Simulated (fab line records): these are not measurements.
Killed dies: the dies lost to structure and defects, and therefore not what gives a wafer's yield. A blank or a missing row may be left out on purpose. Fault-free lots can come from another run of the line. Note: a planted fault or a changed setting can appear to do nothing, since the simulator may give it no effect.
Split-lot trial ; flow ritCmos ; 4 lots, 21 wafers read, on a route of 202 steps

## ABOUT THE SPLIT
At RIT_PLDD_IMPLANT_08, the setting doseCm2 was moved away from the recipe's 9e+14 on 6 of the 21 wafers read, by -3.3% to +5.8%. This setting was run at the recipe's value on the other wafers.

## FROM THE SPLIT TO THE READING: what the file shows between them, 7 steps
- RIT_PLDD_STRIP_09: strips in O2, time 180 s (also split here: o2FlowSccm)
- RIT_PLDD_TW_MEAS_10
- RIT_SPACER_CVD_03: deposits Si3N4 from SiH2Cl2/NH3, target thk 250 nm, time 3300 s (also split here: sih2cl2FlowSccm)
- RIT_SPACER_THK_MEAS_04
- RIT_SPACER_ETCHBACK_05: etches Si3N4 in SF6/CHF3, stops on SiO2, target depth 250 nm, time 240 s
- RIT_PSD_IMPLANT_08 (also split here: doseCm2)
- RIT_PSD_STRIP_09: strips in O2, time 180 s

## THE READING
PLDD_RS, in ohm/sq, at RIT_SDANNEAL_RS_MEAS_06 (measures by four-point-probe). Fault-free wafers of this fab line usually give 178.5 ohm/sq, standard deviation 0.37 ohm/sq.

wafer;tool, chamber at the split;doseCm2 as run;against the recipe;PLDD_RS, ohm/sq;against lot-mates on the recipe
L077.1;implanter-04, 0;9.523e+14;+5.8%;173.3;-4.7
L077.2;implanter-04, 0;9e+14;recipe;177.9;-
L077.3;implanter-04, 0;9e+14;recipe;178.2;-
L077.4;implanter-04, 0;9.523e+14;+5.8%;173.4;-4.6
L077.5;implanter-04, 0;9e+14;recipe;177.8;-
L077.6;implanter-04, 0;9.523e+14;+5.8%;173.5;-4.5
L078.4;implanter-02, 0;9e+14;recipe;178.7;-
L078.5;implanter-02, 0;9e+14;recipe;178.3;-
L078.6;implanter-02, 0;9e+14;recipe;178.7;-
L079.1;implanter-04, 0;8.699e+14;-3.3%;181.6;+3.0
L079.2;implanter-04, 0;8.699e+14;-3.3%;182.0;+3.4
L079.3;implanter-04, 0;9e+14;recipe;178.8;-
L079.4;implanter-04, 0;9e+14;recipe;178.4;-
L079.5;implanter-04, 0;8.699e+14;-3.3%;181.7;+3.1
L079.6;implanter-04, 0;9e+14;recipe;178.6;-
L085.1;implanter-01, 0;9e+14;recipe;178.5;-
L085.2;implanter-01, 0;9e+14;recipe;178.5;-
L085.3;implanter-01, 0;9e+14;recipe;179.1;-
L085.4;implanter-01, 0;9e+14;recipe;178.4;-
L085.5;implanter-01, 0;9e+14;recipe;178.9;-
L085.6;implanter-01, 0;9e+14;recipe;178.7;-

FIT RESULTS
A straight line over all 21 wafers: PLDD_RS changes by -0.905 ohm/sq for each +1% of doseCm2; r = -0.99; the points scatter about the line by 0.33 ohm/sq.
The same after taking each lot's own level away (the mean of its wafers on the recipe; 21 wafers): -0.831 ohm/sq for each +1%; r = -0.99; scatter 0.25 ohm/sq.
The reading moves by 4.8 ohm/sq for the largest change in doseCm2, on that fit.
Across the lots, their own levels run from 177.97 to 178.68 ohm/sq, a range of 1.9 times the standard deviation given above.
The two slopes are in agreement: the lot-to-lot level therefore moves the slope only a little.
Check: with one of the wafers moved furthest among these (+5.8%) left out of the fit, the line predicts -4.76 ohm/sq for it against its lot-mates. It came out at -4.67 ohm/sq against them.

## THESE WAFERS: OTHER SPLITS
Before the reading, these wafers also passed through other splits. Each is held against what the fit with the lots' levels taken away leaves over:
other split on the same wafers;wafers away from the commonest value;r with PLDD_RS (lot level and that fit taken away)
RIT_ACTIVE_CVD_03 tempC;12;-0.30
RIT_ACTIVE_CLEAN_16 timeS;15;+0.20
RIT_PWELL_COAT_01 resistThkNm;6;-0.21
RIT_PWELL_IMPLANT_08 energyKev;9;-0.11
RIT_PRETRO_IMPLANT_08 doseCm2;3;+0.03
RIT_NLDD_COAT_01 spinRpm;6;+0.26
RIT_PLDD_STRIP_09 o2FlowSccm;9;+0.11
RIT_SPACER_CVD_03 sih2cl2FlowSccm;15;+0.10
RIT_PSD_IMPLANT_08 doseCm2;6;+0.01

## THE WHOLE CHAIN: every reading that the file lists as answering this split, in the file's order
step;what it does;reading;change (the file's fit);r (the file's)
RIT_PLDD_TW_MEAS_10;;PLDD_TW;+6.77 for each +1% of the setting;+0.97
RIT_SDANNEAL_RS_MEAS_06;measures by four-point-probe;PLDD_RS;-0.836 for each +1% of the setting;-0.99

## THE FILE'S OWN FIT
PLDD_RS changes by -0.836 ohm/sq for each +1% of doseCm2, r = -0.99.
